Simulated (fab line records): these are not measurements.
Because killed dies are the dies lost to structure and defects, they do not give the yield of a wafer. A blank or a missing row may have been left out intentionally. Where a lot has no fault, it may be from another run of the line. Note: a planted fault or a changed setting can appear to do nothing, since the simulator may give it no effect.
8D (eight disciplines) problem report, filled in by code    flow rit_cmos    the parts of the form that need people (team, actions taken, sign-off) are left out

== 1. WHAT WENT WRONG ==
Wafers without a fault read 7, standard deviation 3.1; killed_dies at RIT_M1_PROBE_99 reads a mean of 45 on 9 wafers belonging to 3 lots. That is +12 standard deviations from the usual mean.
The first sign was on wafer L235.2 at day 5 18:38, on prober-02. At this step, 9 wafers from 3 lots have a number in the record. Rule for "out", or "out of limits": more than 4 standard deviations from the usual mean. The other wafers with a number count as sound.

== 2. WHAT IT IS AND WHAT IT IS NOT ==
question                     is                                is not
which readings at this step  killed_dies, killed_at_front_end  -
which lots                   L235, L237, L239                  -
which wafers of those lots   all that have a number            -
read on which tools          prober-02                         -
when                         from day 5 18:38                  up to then (0 sound wafers)

== 3. SUSPECTS, AND WHAT RULES EACH OUT ==
Counting: a tool at a process step up to the reading stays a suspect if it ran every lot that is out and no sound lot after the first of them.
- plasma_asher-03 at RIT_PSD_STRIP_09 (strips in O2, time 180 s): kept. It ran every lot that is out, first L235 (day 5 09:53), and no sound lot after that.
- prober-02 at RIT_M1_PROBE_99: kept. It ran every lot that is out, first L235 (day 5 18:38), and no sound lot after that. Its own killed_at_front_end, killed_dies readings are out on those wafers.
After counting, plasma_asher-03 at RIT_PSD_STRIP_09 and prober-02 at RIT_M1_PROBE_99 remain.

== 4. THE CAUSE (what the simulator had put in) ==
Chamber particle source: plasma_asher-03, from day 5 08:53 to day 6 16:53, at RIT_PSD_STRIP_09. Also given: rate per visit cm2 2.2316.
Counting left 2 suspects, and this tool is among them.

== 5. THE CHAIN OF EFFECTS, in route order ==
One row per reading whose mean, taken over the struck wafers that have a number, lies over 3 standard deviations from the usual. Readings are gone through only where the record gives a usual standard deviation; hours: the median, over the lots, of the time from a lot's start at the first step in this table giving one to that lot's start at this step; sigmas: the change measured in usual standard deviations.
hours  step             reading              usual  on struck wafers  change  sigmas
0      RIT_M1_PROBE_99  killed_at_front_end  7      44                +37     +12
0      RIT_M1_PROBE_99  killed_dies          7      45                +38     +12
0      RIT_M1_PROBE_99  killed_on_rim        1.9    8.1               +6.2    +4.1
Its process steps:
- RIT_M1_PROBE_99

== 6. WHAT WOULD HAVE CAUGHT IT SOONER ==
In this record the first reading out of limits was taken at day 5 18:38, 10 hours after the fault began at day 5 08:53.
Tool readings at RIT_PSD_STRIP_09 with a usual standard deviation given in the record: none out on any struck wafer, hence no alarm at a limit of 4 standard deviations on them.
Of the lots that are out (3), L237, L239 began RIT_PSD_STRIP_09 on plasma_asher-03 after day 5 18:38. A hold on the tool at that time would have spared those 2.
